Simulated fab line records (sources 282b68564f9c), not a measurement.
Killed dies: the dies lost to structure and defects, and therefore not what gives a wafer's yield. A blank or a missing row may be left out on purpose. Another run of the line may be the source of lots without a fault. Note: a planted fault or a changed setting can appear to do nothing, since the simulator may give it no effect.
A lot that was struck, set against a sound lot / flow ritCmos / 19 out of 202 route steps
Sound: wafers L982.1, L982.5, L982.6. Wafers struck: L988.1, L988.3, L988.5. At the end, the cause is stated.
Per side, at each step with rows, come the tool, then ch with its chambers, and then its first start. Under that, the readings that differ: sound wafers / struck wafers / difference of the means / sigmas: that difference in standard deviations of wafers without a fault.
alike: a reading whose means differ by less than 2 such deviations, as well as words and numbers matching on both sides. not compared: withheld readings; readings where some wafer has no value; bounds like >300 that might hide an equal value; numbers whose values overlap and for which the record gives no deviation.
A row with sigmas, a row that says differs or no value, or rows on one side alone: a step with any of these is where the two part. Non-overlapping numbers with no deviation appear without sigmas and do not part them. Lack of a reading on every wafer of one side parts them only where that side has two or more wafers.

first, 3 steps without rows for these wafers: RIT_GATE_CLEAN_02 (cleans in dHF, time 30 s); RIT_GATE_CLEAN_03 (cleans in SC2, time 600 s); RIT_GATE_CLEAN_04 (cleans in dHF, time 60 s).
RIT_FOX2_THK_MEAS_91:
  sound on filmMetro-03, day 2 18:29; struck on filmMetro-02, day 4 01:29
  alike: FIELD_OXIDE_LEFT_2_THK
then, 2 steps without rows for these wafers: RIT_GATE_OXIDATION_05 (target thk 3 nm, ox time 270 s); RIT_GATE_ANNEAL_06 (time 600 s).
RIT_GATE_THK_MEAS_07:
  sound on filmMetro-03, day 2 21:14; struck on filmMetro-02, day 4 09:11
  alike: GATE_OXIDE_THK
then, 1 step without rows for these wafers: RIT_GATE_CVD_08 (deposits poly-Si from SiH4, target thk 250 nm, time 2220 s).
RIT_GATE_THK_MEAS_09:
  sound on filmMetro-02, day 2 22:55; struck on filmMetro-02, day 4 10:52
  alike: GATE_POLY_THK
then, 3 steps without rows for these wafers: RIT_GATE_HMDS_10 (prime time 60 s); RIT_GATE_COAT_11 (resist thk 856 nm); RIT_GATE_SOFTBAKE_12 (time 60 s).
RIT_GATE_EXPOSE_13: exposes mask M6, target cd 150 nm.
  sound on ilineStepper-01 ch 0, day 2 23:29; struck on ilineStepper-02 ch 0, day 4 11:30
reading=model.GATE.overlayXNm (nm); sound=0.8189 0.8189 0.8189; struck=130.9 130.9 130.9; difference=+130.1; sigmas=
  alike: mask, stageVelMmS
then, 2 steps without rows for these wafers: RIT_GATE_PEB_14; RIT_GATE_DEVELOP_15 (develop time 50 s).
RIT_GATE_CD_MEAS_16: the cd target is 150 nm.
  sound on cdSem-01, day 2 23:53; struck on cdSem-01, day 4 11:54
  alike: cdNm
RIT_GATE_OVL_MEAS_17:
  sound on overlay-01, day 3 00:00; struck on overlay-02, day 4 12:01
reading=GATE_OVL (nm); sound=-1.3 1.7 -0.4; struck=131.3 128.5 130.2; difference=+130.0; sigmas=+93
then, 1 step without rows for these wafers: RIT_GATE_HARDBAKE_18 (time 60 s).
RIT_M1_PROBE_99:
  sound on prober-01, day 3 20:35; struck on prober-02, day 5 09:07
reading=model.etest.pldd.widthNm (nm); sound=3140 3152 3134; struck=3108 3093 3111; difference=-38; sigmas=
reading=model.etest.nldd.widthNm (nm); sound=3159 3156 3159; struck=3101 3104 3092; difference=-59; sigmas=
reading=model.etest.selectEdgeDiodeP.leakLog10A (angstrom); sound=-10.65 -10.49 -10.45; struck=-8.532 -8.202 -8.611; difference=+2.082; sigmas=
reading=model.etest.selectEdgeDiodeN.leakLog10A (angstrom); sound=-9.559 -9.62 -9.724; struck=-8.094 -7.58 -8.16; difference=+1.690; sigmas=
reading=model.etest.gateEndArray.leakLog10AUm; sound=-12.93 -13.04 -12.85; struck=-12.4 -12.38 -12.35; difference=+0.6; sigmas=
  alike: killed_at_M0_to_M3, killedAtContacts, killedAtFrontEnd, killedDies, killedOpen, killedShort

WHERE THEY PART
At RIT_GATE_OVL_MEAS_17 and nowhere else, as far as this record goes. Later steps at which nothing parts them and some readings are alike: RIT_M1_PROBE_99.

WHY: the cause the simulator had injected
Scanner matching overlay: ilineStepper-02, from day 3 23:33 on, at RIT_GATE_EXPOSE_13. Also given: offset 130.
